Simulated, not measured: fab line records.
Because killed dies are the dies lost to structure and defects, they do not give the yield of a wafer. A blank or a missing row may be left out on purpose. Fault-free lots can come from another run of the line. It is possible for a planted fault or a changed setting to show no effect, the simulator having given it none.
Chamber matching / flow berkeley_cmos170 / rie_si-02 running UCB170_GATE_ETCH_15: 4 sister chambers
The step etches poly-Si in HBr/Cl2, stops on SiO2, time 56.3 s, target depth 278.2 nm. 4 wafers are shown with their chamber, then 7 later ones without.

## WAFERS, EACH WITH ITS CHAMBER
wafer=L794.1; chamber=0; throttle_valve_pct (%)=26.58
wafer=L794.4; chamber=1; throttle_valve_pct (%)=25.95
wafer=L799.1; chamber=3; throttle_valve_pct (%)=26.80
wafer=L799.3; chamber=2; throttle_valve_pct (%)=26.76

## WAFERS WHOSE CHAMBER IS MISSING
wafer=L799.6; throttle_valve_pct (%)=25.97
wafer=L803.3; throttle_valve_pct (%)=26.61
wafer=L803.5; throttle_valve_pct (%)=25.97
wafer=L803.6; throttle_valve_pct (%)=26.59
wafer=L807.3; throttle_valve_pct (%)=25.96
wafer=L807.4; throttle_valve_pct (%)=26.77
wafer=L807.5; throttle_valve_pct (%)=25.97

## EACH ONE'S CHAMBER
wafer=L799.6; from the rows above=1; in truth=1
wafer=L803.3; from the rows above=0; in truth=0
wafer=L803.5; from the rows above=1; in truth=1
wafer=L803.6; from the rows above=0; in truth=0
wafer=L807.3; from the rows above=1; in truth=1
wafer=L807.4; from the rows above=can't be placed: 2 or 3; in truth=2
wafer=L807.5; from the rows above=1; in truth=1
Placed correctly: 6 of 7. Can't be placed from these rows: 1 (the true chamber is among the candidates in 1). 0 placed wrongly.
How it was worked out, from the rows above alone: a wafer's distance from a chamber is the root of the sum, over the readings, of the square of ((its reading less the chamber's mean) divided by the reading's scatter). If the next closest chamber is less than 2 further off than the closest, the wafer can't be placed; otherwise it belongs to the closest. Each chamber's mean is taken over the wafers shown for it. The scatter: root of mean squared gap, hidden wafer to nearest shown wafer, with one shown wafer a chamber.
